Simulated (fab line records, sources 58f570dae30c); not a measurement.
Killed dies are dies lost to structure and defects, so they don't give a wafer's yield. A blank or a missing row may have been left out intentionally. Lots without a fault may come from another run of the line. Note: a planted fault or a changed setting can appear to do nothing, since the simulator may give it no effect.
Which of the tools did it? | flow berkeleyCmos170 | 21 wafers from 7 lots sampled at 2 of the route's 331 steps

== WHAT THE GAUGES SHOWED, per wafer ==
UCB170_M2_RS_MEAS_02: measures by four-point-probe.
lot  | measured     | on           | M2_AL_RS (ohm/sq)
L706 | day 9 09:00  | filmMetro-03 | 0.0317 0.0314 0.0322
L703 | day 9 15:21  | filmMetro-03 | 0.0322 0.0319 0.0321
L710 | day 10 07:42 | filmMetro-04 | 0.0314 0.0317 0.0322
L711 | day 10 17:52 | filmMetro-04 | - - -
L720 | day 13 01:41 | filmMetro-04 | 0.0323 0.0321 0.0320
L723 | day 13 03:44 | filmMetro-04 | 0.0313 0.0321 0.0311
L724 | day 13 05:07 | filmMetro-02 | 0.0317 0.0319 0.0317

== TOOL THAT RAN EACH LOT (tool first, then ch and the chambers of the sampled wafers, then the start) ==
lot  | UCB170_M2_SPUTTER_01
L706 | pvdSputter-01, day 9 08:55
L703 | pvdSputter-02, day 9 15:14
L710 | pvdSputter-01, day 10 07:37
L711 | pvdSputter-04, day 10 17:46
L720 | pvdSputter-02, day 13 01:35
L723 | pvdSputter-01, day 13 03:38
L724 | pvdSputter-04, day 13 04:59
- UCB170_M2_SPUTTER_01: material Al, target thk 900 nm, time 120 s.

== THE ANSWER, worked out from the rows above alone ==
Rule: what is usual is taken from the lots themselves. The widest of any qualifying gaps counts: lots, ordered by their means at a reading, are off when they make up no more than a third of the lots, leave a main group of 4 or more, and stand apart from it by 3 or more times the standard deviation of that group's means. If all means in a main group match to the digits the tables above print for the reading, that group is not used. Also off: a lot with no number at a reading for which 4 or more lots have one. The other lots that the step has rows for count as sound.
Off: L711, seen at UCB170_M2_RS_MEAS_02 (M2_AL_RS). Without a number there: L711. For the main group the mean is 0.0318 ohm/sq and the standard deviation 0.00021.
A tool fits if, at a process step before that reading, it ran every lot that is off, and no sound lot after the first of them. Those tools and the gauges at UCB170_M2_RS_MEAS_02 are tried in the same way. Not one of the candidates tried fits.

== WHAT THE SIMULATOR HAD PUT IN ==
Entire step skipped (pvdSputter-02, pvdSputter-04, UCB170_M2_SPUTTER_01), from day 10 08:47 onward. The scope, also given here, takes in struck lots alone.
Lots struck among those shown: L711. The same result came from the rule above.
